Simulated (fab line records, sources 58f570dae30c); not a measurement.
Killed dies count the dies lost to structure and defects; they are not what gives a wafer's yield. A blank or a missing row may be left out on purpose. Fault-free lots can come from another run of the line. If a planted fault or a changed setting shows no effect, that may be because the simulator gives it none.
The same fault as seen by 2 desks	flow berkeley cmos170	only its own numbers are on each desk; what lay behind them is given at the end

## THE METROLOGY DESK
Means of the sampled wafers that have a number, per lot and without regard to the tool the lot ran on: this is what the gauges read. Marked OUT: a lot whose mean sits more than 4 standard deviations from the usual mean, which makes it out of limits; the brackets give that distance. Readings shown: 7 out of 8 (the first out of limits, and those lying furthest out on some lot).
Columns: A = cd nm at UCB170_M2_CD_MEAS_15, usual 700.2 nm; B = M2_OVL at UCB170_M2_OVL_MEAS_16, usual 4 nm; C = cd nm at UCB170_M2_CD_MEAS_90, usual 701 nm; D = V2_TEOS_THK at UCB170_V2_THK_MEAS_01, usual 1990 nm; E = V2_POLISHED_THK at UCB170_V2_THK_MEAS_04, usual 999.8 nm; F = cd nm at UCB170_V2_CD_MEAS_12, usual 699.8 nm; G = V2_OVL at UCB170_V2_OVL_MEAS_13, usual 1 nm
lot	first seen here	A	B	C	D	E	F	G
L579	day 8 08:27	698.5	3	700	1998	999.1	700.3	3
L581	day 8 08:32	701.2	11	701	1983	1231.8 (+99 or more) OUT	698.9	1
L583	day 8 09:05	701.6	2	703	1999	1117.8 (+79) OUT	703.1	10
L592	day 10 18:05	699.9	7	702	2011	998.8	698.8	-2
L594	day 11 05:38	700.9	-2	698	1984	999.1	700.2	-0
L600	day 12 07:57	700.5	6	701	1986	1001.2	698.8	-4
This desk's finding: out of limits on L581, L583; first on L581, day 8 09:46 (V2_POLISHED_THK at UCB170_V2_THK_MEAS_04). In limits: L579, L592, L594, L600.

## TOOL OWNER'S DESK, cmp-02
The tool's own readings at UCB170_V2_CMP_02 (polishes SiO2): means of the sampled wafers that have a number, for each lot that ran on this tool. Marked OUT: a lot whose mean sits more than 4 standard deviations from the usual mean, which makes it out of limits; the brackets give that distance.
Columns: A = motor current A at UCB170_V2_CMP_02, usual 15.6 A
lot	first seen here	A
L581	day 8 09:23	15.3
L583	day 8 09:53	16.9
L600	day 12 08:45	16.7
Finding of this desk: none of the 3 lots has anything out of limits.

## BROUGHT TOGETHER
At day 8 09:46 the metrology desk could have sounded an alarm, on L581, L583.
The tool owner's desk saw nothing out of limits.
The tool owner's desk has L581, L583 on record, within its limits.
On cmp-02, each named lot ran UCB170_V2_CMP_02.

## WHAT THE SIMULATOR HAD INSERTED
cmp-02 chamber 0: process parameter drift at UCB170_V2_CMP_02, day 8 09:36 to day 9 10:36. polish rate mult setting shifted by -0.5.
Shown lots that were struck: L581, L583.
Per desk, hours elapsed from the start of the fault to the first reading out of limits: for the metrology desk, 0.
